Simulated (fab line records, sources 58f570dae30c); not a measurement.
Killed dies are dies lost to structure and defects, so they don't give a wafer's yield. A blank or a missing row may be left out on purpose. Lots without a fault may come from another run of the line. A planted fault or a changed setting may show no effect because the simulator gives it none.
A struck lot beside a sound one | flow berkeley_cmos170 | 15 steps out of a route of 331
Sound: wafers L587.1, L587.2, L587.5. Struck: wafers L594.3, L594.4, L594.6. The cause comes at the end.
At each step with rows: each side's tool, then ch and its chambers, then its first start. Under that, the readings that differ: sound wafers | struck wafers | difference of the means | sigmas: that difference in standard deviations of wafers without a fault.
alike: readings whose means differ by less than 2 such deviations, and words and numbers that are the same on both sides. not compared: withheld readings, readings that some wafer has no value for, bounds like >300 that may hide the same value, and numbers for which the record gives no deviation and whose values overlap.
The two part at a step that has a row with sigmas, a row that says differs or no value, or rows on one side only. Numbers that don't overlap but have no deviation are shown without sigmas and don't part them. A reading that every wafer of one side lacks parts them only if that side has two wafers or more.

UCB170_NVT_OVL_MEAS_06:
  sound on overlay-01, day 8 13:01; struck on overlay-02, day 10 01:49
  alike: NVT_OVL
then, 1 step without rows for these wafers: UCB170_NVT_IMPLANT_07.
UCB170_NVT_STRIP_08: strips in O2.
  sound on plasma_asher-02 ch 0,1, day 8 13:12; struck on plasma_asher-04 ch 0,1, day 10 02:02
  alike: drypump_motor_current_A, oes_product_au, strip_time_to_endpoint_s
  not compared: rf_hours_counter_h
UCB170_NVT_TW_MEAS_09:
  sound on film_metro-04, day 8 13:19; struck on film_metro-03, day 10 02:07
  alike: NVT_TW
then, 7 steps without rows for these wafers: UCB170_NVT_CLEAN_10 (cleans in SPM, time 600 s); UCB170_PVT_HMDS_00 (prime time 60 s); UCB170_PVT_COAT_01 (resist thk 900 nm); UCB170_PVT_SOFTBAKE_02 (time 60 s); UCB170_PVT_EXPOSE_03 (exposes mask NWELL, target cd 3000 nm); UCB170_PVT_PEB_04; UCB170_PVT_DEVELOP_05 (develop time 45 s).
UCB170_PVT_OVL_MEAS_06:
  sound on overlay-01, day 8 14:53; struck on overlay-02, day 10 05:17
  alike: PVT_OVL
UCB170_PVT_IMPLANT_07:
  sound on implanter-04 ch 0, day 8 14:55; struck on implanter-04 ch 0, day 10 05:22
  reading       | sound                            | struck                           | difference  | sigmas
  dose_ions_cm2 | 1.9992e+12 1.9987e+12 1.9988e+12 | 1.9775e+12 1.9754e+12 1.9782e+12 | -2.1867e+10 | -11
UCB170_PVT_STRIP_08: strips in O2.
  sound on plasma_asher-03 ch 0,1, day 8 15:04; struck on plasma_asher-04 ch 0,1, day 10 05:30
  alike: drypump_motor_current_A, oes_product_au, strip_time_to_endpoint_s
  not compared: rf_hours_counter_h
UCB170_M3_PROBE_99:
  the record has rows for the sound wafers here (prober-01, day 10 23:30) and none for the struck ones

WHERE THEY PART
First at UCB170_PVT_IMPLANT_07; last, within this record, at UCB170_M3_PROBE_99.

WHY: what the simulator had put in
Process parameter drift: implanter-04, from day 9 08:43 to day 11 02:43, at UCB170_PVT_IMPLANT_07. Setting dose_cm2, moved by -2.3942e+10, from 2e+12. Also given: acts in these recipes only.
